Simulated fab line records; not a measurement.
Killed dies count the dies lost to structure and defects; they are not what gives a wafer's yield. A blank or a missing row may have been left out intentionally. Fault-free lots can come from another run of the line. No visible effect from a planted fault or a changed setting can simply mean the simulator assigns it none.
Matching of chambers    flow berkeley cmos170    4 sister chambers for UCB170_GATE_ETCH_15 on rie si-02
The step etches poly-Si in HBr/Cl2, stops on SiO2, time 56.3 s, target depth 278.2 nm. 14 wafers are shown with their chamber, then 7 later ones without.

WAFERS, EACH WITH ITS CHAMBER
wafer   chamber  throttle valve pct (%)  drypump motor current A (A)  oes product au (a.u.)
L228.1  1        26.65                   5.7                          0.848
L228.2  2        26.29                   5.9                          0.843
L228.3  3        26.26                   5.6                          0.842
L230.2  3        26.26                   5.6                          0.834
L230.4  1        26.62                   5.8                          0.845
L230.5  3        26.24                   5.6                          0.836
L231.2  2        26.28                   5.9                          0.834
L231.4  1        26.61                   5.8                          0.838
L231.5  0        26.46                   5.5                          0.827
L244.1  1        26.64                   5.8                          0.845
L244.3  3        26.27                   5.6                          0.829
L244.4  0        26.48                   5.6                          0.831
L245.1  1        26.62                   5.8                          0.844
L245.2  2        26.28                   5.9                          0.843

SIGNATURES, as means of the wafers listed above
reading                  chamber 0  chamber 1  chamber 2  chamber 3  scatter within a chamber
throttle valve pct       26.4700    26.6280    26.2833    26.2575    0.0135
drypump motor current A  5.550      5.780      5.900      5.600      0.0361
oes product au           0.82900    0.84400    0.84000    0.83525    0.0045
Rule: a wafer lies at a distance from a chamber equal to the root of the sum of squares, over the readings, of (its reading less the chamber's mean, divided by the reading's scatter). If the next closest chamber is less than 2 further off than the closest, the wafer can't be placed; otherwise it belongs to the closest. The scatter is the square root of a quotient: the sum, over the shown wafers, of each reading's squared deviation from its chamber's mean, divided by wafers minus chambers.

WAFERS WITH NO CHAMBER GIVEN
wafer   throttle valve pct (%)  drypump motor current A (A)  oes product au (a.u.)
L245.4  26.64                   5.8                          0.838
L247.2  26.28                   5.9                          0.856
L247.5  26.62                   5.8                          0.845
L247.6  26.27                   5.6                          0.844
L249.3  26.28                   5.9                          0.835
L249.4  26.64                   5.8                          0.842
L249.5  26.55                   5.6                          0.834

THE CHAMBER EACH PASSED THROUGH
wafer   from the rows above      in truth
L245.4  1                        1
L247.2  2                        2
L247.5  1                        1
L247.6  3                        3
L249.3  2                        2
L249.4  1                        1
L249.5  can't be placed: 0 or 1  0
6 of 7 placed correctly. Not placeable from these rows: 1 (in 1, the candidates include the true chamber). Number placed wrongly: 0.
